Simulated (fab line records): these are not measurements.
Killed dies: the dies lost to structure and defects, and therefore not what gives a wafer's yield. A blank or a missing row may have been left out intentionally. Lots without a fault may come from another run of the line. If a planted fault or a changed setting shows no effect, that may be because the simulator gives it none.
fab line records | flow rit-cmos
record: lots: 14 | wafers: 42 | last-day: 7
route steps=202 shown GATE@81 NSD@137 PSD@148 M1@202
lots untouched by any fault: they come from a run of this same line in which no faults occurred
start-h: the number of hours between the record's first day and the start of the first shown wafer of the lot | wait-h: hours elapsed since this lot's preceding step | " same as the row above | L1.1+2: a row that stands for several wafers | - no value present, or no start provided | * or withheld: withheld | < > ~ a bound
route shown NAME@n: NAME is a module with steps in the file, n the number in the route of the first one | usual: mean/standard deviation of fault-free wafers | same: alike in all rows | chamber/n: place in a boat | sites: each site's reading | _std_site: the standard deviation of these | _edge_site: inner sites' mean taken away from outer sites' mean | radius-mm: for every site, how far away it sits from the centre of the wafer | mask NAME#n: copy n | behind: tool/chamber where the wafer was last shaped | hold: why the lot went on hold/how many hours it stayed there/how the hold came to an end | device: transistor that didn't switch, given as n, p or np | end of line: tests of these same wafers at the route's end | a step given without rows: its recipe and nothing more | killed: the dies lost at the first sort to structure and to defects; this is not the yield of the wafer | map: the dies of a wafer, with x for killed, . for not killed, _ for no die there
set.NAME: the run value of the setting; set.NAME@STEP: its run value at that earlier step | model.NAME: the simulator's own value behind a step, which no gauge read
route steps across a sampled set of lots; one table per step, one row per wafer
services: a tool's chamber out of use, with start hour (start-h, from the record's first day; less than 0 if before it), hours out, and reason
== steps ==
step: RIT_GATE_OXIDATION_05
recipe: temp-c: 900 | ambient: O2 | target-thk-a: 30 | ox-time-s: 270
usual: spike-tc-centre-C: 902.8/2.3 | spike-tc-load-C: 927.5/2
lot.wafer | tool       | chamber | start-h | wait-h | spike-tc-centre-C | spike-tc-load-C
L747.2    | furnace-04 | 0       | 34.37   | 0.3    | 901.7             | 924.0
L747.4    | "          | 0       | "       | "      | 902.7             | 924.9
L747.6    | "          | 0       | "       | "      | 903.8             | 924.6
L749.1    | furnace-03 | 0       | 47.26   | 5.0    | 904.7             | 928.7
L749.5    | "          | 0       | "       | "      | 904.2             | 930.3
L749.6    | "          | 0       | "       | "      | 902.6             | 928.3
L750.1    | furnace-03 | 0       | 47.26   | 0.3    | 905.2             | 929.4
L750.2    | "          | 0       | "       | "      | 904.8             | 928.4
L750.3    | "          | 0       | "       | "      | 904.1             | 929.2
L751.1    | furnace-03 | 0       | 62.19   | 1.9    | 905.5             | 930.3
L751.3    | "          | 0       | "       | "      | 903.8             | 929.1
L751.5    | "          | 0       | "       | "      | 903.8             | 929.1
L753.2    | furnace-01 | 0       | 74.41   | 2.5    | 899.7             | 928.9
L753.3    | "          | 0       | "       | "      | 900.3             | 926.2
L753.5    | "          | 0       | "       | "      | 898.6             | 928.1
L756.1    | furnace-04 | 0       | 83.01   | 0.1    | 901.9             | 923.9
L756.2    | "          | 0       | "       | "      | 901.1             | 926.4
L756.4    | "          | 0       | "       | "      | 903.4             | 923.9
L757.4    | furnace-04 | 0       | 84.08   | 0.9    | 902.8             | 925.6
L757.5    | "          | 0       | "       | "      | 902.1             | 925.1
L757.6    | "          | 0       | "       | "      | 902.8             | 925.5
L758.1    | furnace-03 | 0       | 95.02   | 1.1    | 903.3             | 931.0
L758.2    | "          | 0       | "       | "      | 905.8             | 929.3
L758.4    | "          | 0       | "       | "      | 904.7             | 928.6
L759.2    | furnace-04 | 0       | 96.58   | 0.0    | 903.0             | 924.5
L759.3    | "          | 0       | "       | "      | 901.3             | 925.3
L759.5    | "          | 0       | "       | "      | 901.9             | 924.9
L760.2    | furnace-04 | 0       | 99.54   | 0.0    | 901.8             | 924.7
L760.4    | "          | 0       | "       | "      | 900.5             | 925.0
L760.5    | "          | 0       | "       | "      | 905.0             | 925.3
L761.3    | furnace-03 | 0       | 104.78  | 0.0    | 906.7             | 928.0
L761.4    | "          | 0       | "       | "      | 905.7             | 928.3
L761.5    | "          | 0       | "       | "      | 904.8             | 930.7
L763.2    | furnace-03 | 0       | 114.71  | 0.0    | 905.2             | 927.8
L763.4    | "          | 0       | "       | "      | 905.4             | 929.5
L763.5    | "          | 0       | "       | "      | 902.8             | 930.2
L766.1    | furnace-03 | 0       | 132.06  | 1.6    | 905.8             | 927.5
L766.4    | "          | 0       | "       | "      | 907.4             | 931.8
L766.6    | "          | 0       | "       | "      | 905.6             | 928.2
L769.3    | furnace-03 | 0       | 146.14  | 3.0    | 905.6             | 929.7
L769.4    | "          | 0       | "       | "      | 904.8             | 927.7
L769.5    | "          | 0       | "       | "      | 905.3             | 929.0
step: RIT_GATE_THK_MEAS_07
recipe: reads: SiO2_of_GATE_OXIDATION_05
usual: GATE_OXIDE_THK: 2.98/0.062
lot.wafer | tool          | chamber | start-h | wait-h | GATE_OXIDE_THK[nm]
L747.2    | film-metro-04 | -       | 37.64   | 0.0    | 3.10
L747.4    | "             | -       | "       | "      | 3.05
L747.6    | "             | -       | "       | "      | 2.98
L749.1    | film-metro-02 | -       | 53.14   | 0.0    | 3.00
L749.5    | "             | -       | "       | "      | 3.04
L749.6    | "             | -       | "       | "      | 3.01
L750.1    | film-metro-04 | -       | 53.14   | 0.0    | 2.96
L750.2    | "             | -       | "       | "      | 2.99
L750.3    | "             | -       | "       | "      | 3.03
L751.1    | film-metro-02 | -       | 64.83   | 0.0    | 2.91
L751.3    | "             | -       | "       | "      | 2.95
L751.5    | "             | -       | "       | "      | 2.90
L753.2    | film-metro-01 | -       | 77.86   | 0.0    | 2.95
L753.3    | "             | -       | "       | "      | 2.89
L753.5    | "             | -       | "       | "      | 2.96
L756.1    | film-metro-02 | -       | 85.41   | 0.0    | 3.02
L756.2    | "             | -       | "       | "      | 3.04
L756.4    | "             | -       | "       | "      | 3.03
L757.4    | film-metro-04 | -       | 87.16   | 0.0    | 2.94
L757.5    | "             | -       | "       | "      | 2.90
L757.6    | "             | -       | "       | "      | 2.97
L758.1    | film-metro-02 | -       | 96.54   | 0.0    | 2.99
L758.2    | "             | -       | "       | "      | 2.91
L758.4    | "             | -       | "       | "      | 2.92
L759.2    | film-metro-04 | -       | 97.92   | 0.0    | 3.03
L759.3    | "             | -       | "       | "      | 3.07
L759.5    | "             | -       | "       | "      | 3.04
L760.2    | film-metro-02 | -       | 102.83  | 0.0    | 2.90
L760.4    | "             | -       | "       | "      | 2.97
L760.5    | "             | -       | "       | "      | 2.91
L761.3    | film-metro-02 | -       | 106.95  | 0.0    | 3.07
L761.4    | "             | -       | "       | "      | 2.94
L761.5    | "             | -       | "       | "      | 2.93
L763.2    | film-metro-04 | -       | 117.35  | 0.0    | 2.99
L763.4    | "             | -       | "       | "      | 3.02
L763.5    | "             | -       | "       | "      | 3.04
L766.1    | film-metro-04 | -       | 133.38  | 0.0    | 2.61
L766.4    | "             | -       | "       | "      | 2.73
L766.6    | "             | -       | "       | "      | 2.71
L769.3    | film-metro-04 | -       | 151.97  | 0.0    | 2.72
L769.4    | "             | -       | "       | "      | 2.69
L769.5    | "             | -       | "       | "      | 2.73
step: RIT_GATE_OVL_MEAS_17
usual: GATE_OVL: 0.6/1.3
lot.wafer | tool       | chamber | start-h | wait-h | GATE_OVL[nm]
L747.2    | overlay-02 | -       | 40.46   | 0.1    | 2.1
L747.4    | "          | -       | "       | "      | 2.2
L747.6    | "          | -       | "       | "      | 2.3
L749.1    | overlay-02 | -       | 56.66   | 0.1    | 0.5
L749.5    | "          | -       | "       | "      | 2.0
L749.6    | "          | -       | "       | "      | 0.2
L750.1    | overlay-01 | -       | 56.90   | 0.1    | -0.2
L750.2    | "          | -       | "       | "      | 0.1
L750.3    | "          | -       | "       | "      | 0.0
L751.1    | overlay-02 | -       | 68.34   | 0.1    | -0.4
L751.3    | "          | -       | "       | "      | 0.8
L751.5    | "          | -       | "       | "      | -0.3
L753.2    | overlay-02 | -       | 80.82   | 0.1    | 2.0
L753.3    | "          | -       | "       | "      | 1.4
L753.5    | "          | -       | "       | "      | 0.8
L756.1    | overlay-02 | -       | 88.16   | 0.1    | 0.5
L756.2    | "          | -       | "       | "      | 1.8
L756.4    | "          | -       | "       | "      | 0.1
L757.4    | overlay-02 | -       | 90.79   | 0.1    | 1.2
L757.5    | "          | -       | "       | "      | 1.1
L757.6    | "          | -       | "       | "      | 2.1
L758.1    | overlay-02 | -       | 99.47   | 0.1    | -1.1
L758.2    | "          | -       | "       | "      | -3.6
L758.4    | "          | -       | "       | "      | -1.2
L759.2    | overlay-01 | -       | 100.62  | 0.1    | -1.1
L759.3    | "          | -       | "       | "      | 0.1
L759.5    | "          | -       | "       | "      | 1.2
L760.2    | overlay-02 | -       | 105.65  | 0.1    | 1.8
L760.4    | "          | -       | "       | "      | 1.7
L760.5    | "          | -       | "       | "      | 1.1
L761.3    | overlay-01 | -       | 109.78  | 0.1    | 0.8
L761.4    | "          | -       | "       | "      | 0.8
L761.5    | "          | -       | "       | "      | 0.6
L763.2    | overlay-01 | -       | 120.17  | 0.1    | 3.1
L763.4    | "          | -       | "       | "      | 3.6
L763.5    | "          | -       | "       | "      | 2.2
L766.1    | overlay-01 | -       | 136.54  | 0.1    | -0.4
L766.4    | "          | -       | "       | "      | -2.0
L766.6    | "          | -       | "       | "      | 0.1
L769.3    | overlay-01 | -       | 154.94  | 0.1    | 0.0
L769.4    | "          | -       | "       | "      | 1.0
L769.5    | "          | -       | "       | "      | 0.9
step: RIT_NSD_OVL_MEAS_06
usual: NSD_OVL: 0.0/1.3
lot.wafer | tool       | chamber | start-h | wait-h | NSD_OVL[nm]
L747.2    | overlay-01 | -       | 55.08   | -      | 0.2
L747.4    | "          | -       | "       | "      | 0.6
L747.6    | "          | -       | "       | "      | -0.1
L749.1    | overlay-01 | -       | 68.73   | -      | -2.8
L749.5    | "          | -       | "       | "      | -1.2
L749.6    | "          | -       | "       | "      | 0.5
L750.1    | overlay-01 | -       | 70.55   | -      | 1.0
L750.2    | "          | -       | "       | "      | -0.3
L750.3    | "          | -       | "       | "      | 0.8
L751.1    | overlay-01 | -       | 78.93   | -      | -0.6
L751.3    | "          | -       | "       | "      | -2.1
L751.5    | "          | -       | "       | "      | -1.0
L753.2    | overlay-01 | -       | 91.92   | -      | 1.7
L753.3    | "          | -       | "       | "      | 1.8
L753.5    | "          | -       | "       | "      | 0.7
L756.1    | overlay-01 | -       | 99.15   | -      | 1.3
L756.2    | "          | -       | "       | "      | -1.3
L756.4    | "          | -       | "       | "      | -1.5
L757.4    | overlay-02 | -       | 103.21  | -      | -1.9
L757.5    | "          | -       | "       | "      | -1.2
L757.6    | "          | -       | "       | "      | -1.3
L758.1    | overlay-01 | -       | 109.73  | -      | -0.2
L758.2    | "          | -       | "       | "      | -0.1
L758.4    | "          | -       | "       | "      | -0.7
L759.2    | overlay-01 | -       | 111.85  | -      | -1.1
L759.3    | "          | -       | "       | "      | -0.5
L759.5    | "          | -       | "       | "      | -2.9
L760.2    | overlay-01 | -       | 117.95  | -      | -1.0
L760.4    | "          | -       | "       | "      | -0.7
L760.5    | "          | -       | "       | "      | 1.4
L761.3    | overlay-02 | -       | 119.94  | -      | -1.5
L761.4    | "          | -       | "       | "      | -0.9
L761.5    | "          | -       | "       | "      | -0.5
L763.2    | overlay-02 | -       | 130.18  | -      | 1.9
L763.4    | "          | -       | "       | "      | 1.4
L763.5    | "          | -       | "       | "      | 1.5
L766.1    | overlay-01 | -       | 152.69  | -      | 0.0
L766.4    | "          | -       | "       | "      | 1.1
L766.6    | "          | -       | "       | "      | 0.7
L769.3    | overlay-01 | -       | 166.19  | -      | 1.2
L769.4    | "          | -       | "       | "      | 1.9
L769.5    | "          | -       | "       | "      | 0.9
step: RIT_PSD_OVL_MEAS_06
usual: PSD_OVL: 2.3/1.2
lot.wafer | tool       | chamber | start-h | wait-h | PSD_OVL[nm]
L747.2    | overlay-01 | -       | 56.66   | -      | 2.8
L747.4    | "          | -       | "       | "      | 2.4
L747.6    | "          | -       | "       | "      | 3.8
L749.1    | overlay-02 | -       | 70.28   | -      | 2.3
L749.5    | "          | -       | "       | "      | 0.7
L749.6    | "          | -       | "       | "      | -0.8
L750.1    | overlay-01 | -       | 72.09   | -      | 2.6
L750.2    | "          | -       | "       | "      | 3.7
L750.3    | "          | -       | "       | "      | 3.4
L751.1    | overlay-01 | -       | 80.52   | -      | 2.8
L751.3    | "          | -       | "       | "      | 1.5
L751.5    | "          | -       | "       | "      | 2.1
L753.2    | overlay-01 | -       | 93.47   | -      | 1.6
L753.3    | "          | -       | "       | "      | 1.8
L753.5    | "          | -       | "       | "      | 2.9
L756.1    | overlay-01 | -       | 100.76  | -      | 1.5
L756.2    | "          | -       | "       | "      | 3.1
L756.4    | "          | -       | "       | "      | 2.6
L757.4    | overlay-01 | -       | 104.75  | -      | 1.5
L757.5    | "          | -       | "       | "      | 2.3
L757.6    | "          | -       | "       | "      | 1.9
L758.1    | overlay-01 | -       | 111.20  | -      | 0.9
L758.2    | "          | -       | "       | "      | 0.6
L758.4    | "          | -       | "       | "      | 1.4
L759.2    | overlay-02 | -       | 113.40  | -      | 2.4
L759.3    | "          | -       | "       | "      | 2.5
L759.5    | "          | -       | "       | "      | 0.7
L760.2    | overlay-02 | -       | 119.37  | -      | 1.1
L760.4    | "          | -       | "       | "      | 0.4
L760.5    | "          | -       | "       | "      | 1.2
L761.3    | overlay-01 | -       | 121.36  | -      | 2.8
L761.4    | "          | -       | "       | "      | 2.4
L761.5    | "          | -       | "       | "      | 4.3
L763.2    | overlay-02 | -       | 131.82  | -      | 0.2
L763.4    | "          | -       | "       | "      | 2.8
L763.5    | "          | -       | "       | "      | 0.9
L766.1    | overlay-01 | -       | 154.33  | -      | 2.7
L766.4    | "          | -       | "       | "      | 3.4
L766.6    | "          | -       | "       | "      | 4.0
L769.3    | overlay-02 | -       | 167.61  | -      | 2.2
L769.4    | "          | -       | "       | "      | 2.1
L769.5    | "          | -       | "       | "      | 1.6
step: RIT_M1_PROBE_99
usual: killed-at-contacts: 0.0/0.2 | killed-at-front-end: 6.8/3 | killed-dies: 6.9/3 | killed-open: 3.3/1.9 | killed-short: 3.6/1.9
same: gross-dies: 264 | killed_at_M0_to_M3: 0 | killed_at_M4_up: 0 | killed-at-back-side: 0 | killed-at-other: 0
lot.wafer | tool      | chamber | start-h | wait-h | killed-at-contacts | killed-at-front-end | killed-dies | killed-open | killed-short
L749.1    | prober-02 | -       | 78.70   | 0.1    | 0                  | 7                   | 7           | 2           | 5
L749.5    | prober-02 | -       | 78.90   | 0.2    | 0                  | 4                   | 4           | 0           | 4
L749.6    | prober-02 | -       | 78.95   | 0.2    | 0                  | 6                   | 6           | 3           | 3
L753.2    | prober-02 | -       | 102.20  | 0.1    | 0                  | 2                   | 2           | 0           | 2
L753.3    | prober-02 | -       | 102.25  | 0.2    | 0                  | 2                   | 2           | 1           | 1
L753.5    | prober-02 | -       | 102.35  | 0.2    | 0                  | 4                   | 4           | 2           | 2
L756.1    | prober-02 | -       | 109.21  | 0.1    | 0                  | 4                   | 4           | 2           | 2
L756.2    | prober-02 | -       | 109.26  | 0.1    | 0                  | 4                   | 4           | 2           | 2
L756.4    | prober-02 | -       | 109.36  | 0.2    | 0                  | 11                  | 11          | 4           | 7
L757.4    | prober-02 | -       | 113.29  | 0.2    | 0                  | 13                  | 13          | 7           | 6
L757.5    | prober-02 | -       | 113.34  | 0.2    | 0                  | 12                  | 12          | 5           | 7
L757.6    | prober-02 | -       | 113.39  | 0.2    | 0                  | 13                  | 13          | 6           | 7
L758.1    | prober-01 | -       | 119.94  | 0.1    | 0                  | 11                  | 11          | 5           | 6
L758.2    | prober-01 | -       | 119.99  | 0.1    | 0                  | 10                  | 10          | 3           | 7
L758.4    | prober-01 | -       | 120.09  | 0.2    | 0                  | 4                   | 4           | 3           | 1
L761.3    | prober-02 | -       | 129.87  | 0.2    | 0                  | 5                   | 5           | 1           | 4
L761.4    | prober-02 | -       | 129.92  | 0.2    | 0                  | 7                   | 7           | 5           | 2
L761.5    | prober-02 | -       | 129.97  | 0.2    | 0                  | 4                   | 4           | 2           | 2
killed by level:class
L749.1 GATE:geometric-particle:short=4 REOX:geometric-particle:open=1 SPACER:geometric-particle:short=1 SILICIDE:geometric-particle:open=1
L749.5 SPACER:geometric-particle:short=2 FOX2:geometric-particle:short=1 REOX:geometric-particle:short=1
L749.6 GATE:geometric-particle:open=3 SPACER:geometric-particle:short=2 GATE:geometric-particle:short=1
L753.2 FOX2:geometric-particle:short=1 SILICIDE:geometric-particle:short=1
L753.3 FOX2:geometric-particle:open=1 GATE:geometric-particle:short=1
L753.5 REOX:geometric-particle:short=2 GATE:geometric-particle:open=1 REOX:geometric-particle:open=1
L756.1 FOX1:geometric-particle:open=2 GATE:geometric-particle:short=1 REOX:geometric-particle:short=1
L756.2 GATE:geometric-particle:short=2 FOX1:geometric-particle:open=1 SILICIDE:geometric-particle:open=1
L756.4 GATE:geometric-particle:short=2 REOX:geometric-particle:short=2 ACTIVE:geometric-particle:short=1 GATE:geometric-particle:open=1 REOX:geometric-particle:open=1 SPACER:geometric-particle:open=1 SPACER:geometric-particle:short=1 SILICIDE:geometric-particle:open=1
L757.4 GATE:geometric-particle:open=3 ACTIVE:geometric-particle:short=1 FOX2:geometric-particle:open=1 FOX2:geometric-particle:short=1 GATE:geometric-particle:short=1 REOX:geometric-particle:open=1 REOX:geometric-particle:short=1 SPACER:geometric-particle:short=1
L757.5 GATE:geometric-particle:open=4 FOX2:geometric-particle:short=3 FOX1:geometric-particle:short=2 REOX:geometric-particle:open=1 GATE:geometric-particle:short=1 REOX:geometric-particle:short=1
L757.6 FOX2:geometric-particle:open=5 GATE:geometric-particle:short=4 SPACER:geometric-particle:short=3 SPACER:geometric-particle:open=1
L758.1 GATE:geometric-particle:short=5 GATE:geometric-particle:open=5 SILICIDE:geometric-particle:short=1
L758.2 GATE:geometric-particle:short=3 GATE:geometric-particle:open=2 SILICIDE:geometric-particle:short=2 FOX1:geometric-particle:open=1 FOX2:geometric-particle:short=1 REOX:geometric-particle:short=1
L758.4 FOX1:geometric-particle:open=2 GATE:geometric-particle:short=1 GATE:geometric-particle:open=1
L761.3 FOX2:geometric-particle:short=3 REOX:geometric-particle:short=1 REOX:geometric-particle:open=1
L761.4 REOX:geometric-particle:open=2 FOX2:geometric-particle:open=1 REOX:geometric-particle:short=1 SPACER:geometric-particle:open=1 SPACER:geometric-particle:short=1 SILICIDE:geometric-particle:open=1
L761.5 FOX1:geometric-particle:short=1 FOX2:geometric-particle:short=1 SPACER:geometric-particle:open=1 SILICIDE:geometric-particle:open=1
== services ==
tool       | chamber | start-h | hours | kind
furnace-01 | -       | 11.55   | 1.4   | repair
furnace-03 | -       | 43.44   | 3.8   | pm
furnace-01 | -       | 48.56   | 2.7   | pm
furnace-03 | -       | 112.27  | 1.0   | pm
furnace-04 | -       | 139.39  | 3.6   | pm
furnace-04 | -       | 142.24  | 37.5  | repair
== key ==
first-sign: step: RIT_GATE_THK_MEAS_07 | reading: GATE_OXIDE_THK | direction: down | sigmas: 4.5 | usual: 2.98 | struck: 2.70
effect none on later readings
met-at RIT_GATE_OXIDATION_05
struck-lots L766,L769
tester-left-out L766,L769
not-acting-at RIT_GATE_OVL_MEAS_17,RIT_NSD_OVL_MEAS_06,RIT_PSD_OVL_MEAS_06
onset-between 114.71 132.06
also-fits time
fault: kind: process-parameter-drift | tool: furnace-03 | chamber: - | onset-h: 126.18 | steps: RIT_GATE_OXIDATION_05 | channel: ox-time-s | offset: * | shape: step | end-h: 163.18 | acts-in: * | stated: *
tester-left-out: of these lots the tester's yield and bins aren't shown, on N5 and GAA mostly nor the transistor test; their killed dies are dies lost to structure and defects alone, not to doping, threshold or leakage, so they don't give the yield
